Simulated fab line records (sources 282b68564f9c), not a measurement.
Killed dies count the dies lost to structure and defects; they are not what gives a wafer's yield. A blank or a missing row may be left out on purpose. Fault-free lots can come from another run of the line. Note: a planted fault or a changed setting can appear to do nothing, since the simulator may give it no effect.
The same fault as seen by 2 desks	flow ritCmos	every desk sees just its own numbers, and what lay behind them comes last

== DESK OF THE TOOL OWNER: ilineStepper-01 ==
The tool's own readings at RIT_GATE_EXPOSE_13 (exposes mask M6, target cd 150 nm): means of the sampled wafers that have a number, for each lot that ran on this tool. The brackets show how far a lot's mean lies from the usual mean; more than 4 standard deviations puts the lot out of limits, marked OUT.
Columns: A = exposureDoseMJCm2 at RIT_GATE_EXPOSE_13, usual 379.9
lot	first seen here	A
L954	day 2 14:31	380.0
L956	day 3 00:57	379.7
L959	day 3 17:07	380.1
L962	day 4 09:02	379.8
L963	day 4 13:05	380.4
L964	day 4 18:52	334.0 (-99 or more) OUT
L969	day 5 18:04	342.5 (-99 or more) OUT
L971	day 6 02:50	350.4 (-87) OUT
L972	day 6 09:44	356.4 (-69) OUT
Finding of this desk: L964, L969, L971, L972 out of limits; the first was L964 at day 4 18:52, on exposureDoseMJCm2 at RIT_GATE_EXPOSE_13. In limits: L954, L956, L959, L962, L963.

== METROLOGY DESK ==
Means of the sampled wafers that have a number, per lot and without regard to the tool the lot ran on: this is what the gauges read. The brackets show how far a lot's mean lies from the usual mean; more than 4 standard deviations puts the lot out of limits, marked OUT.
Columns: A = cdNm at RIT_GATE_CD_MEAS_16, usual 149.4 nm
lot	first seen here	A
L954	day 2 14:55	145.9
L956	day 3 01:21	149.2
L957	day 3 06:20	145.8
L958	day 3 14:46	147.8
L959	day 3 17:31	150.4
L960	day 4 01:22	146.7
L961	day 4 04:56	152.9
L962	day 4 09:32	151.9
L963	day 4 13:29	148.4
L964	day 4 19:16	219.9 (+28) OUT
L965	day 4 23:00	148.8
L969	day 5 18:28	197.6 (+19) OUT
L971	day 6 03:14	188.8 (+16) OUT
L972	day 6 10:08	182.9 (+13) OUT
L975	day 6 22:47	150.6
L977	day 7 09:04	147.2
Finding of this desk: L964, L969, L971, L972 out of limits; the first was L964 at day 4 19:16, on cdNm at RIT_GATE_CD_MEAS_16. In limits: L954, L956, L957, L958, L959, L960, L961, L962, L963, L965, L975, L977.

== ALL TOGETHER ==
An alarm could have come from the tool owner's desk at day 4 18:52, on L964, L969, L971, L972.
The metrology desk could have raised an alarm at day 4 19:16, on L964, L969, L971, L972.
The lots listed all ran RIT_GATE_EXPOSE_13 on ilineStepper-01.

== WHAT THE SIMULATOR HAD INSERTED ==
Process parameter drift: ilineStepper-01, from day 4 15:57 on, at RIT_GATE_EXPOSE_13. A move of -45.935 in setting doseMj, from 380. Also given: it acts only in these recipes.
Lots struck among those shown: L964, L969, L971, L972.
Hours from the fault's start to each desk's first reading out of limits: the tool owner's desk, 3; the metrology desk, 3.
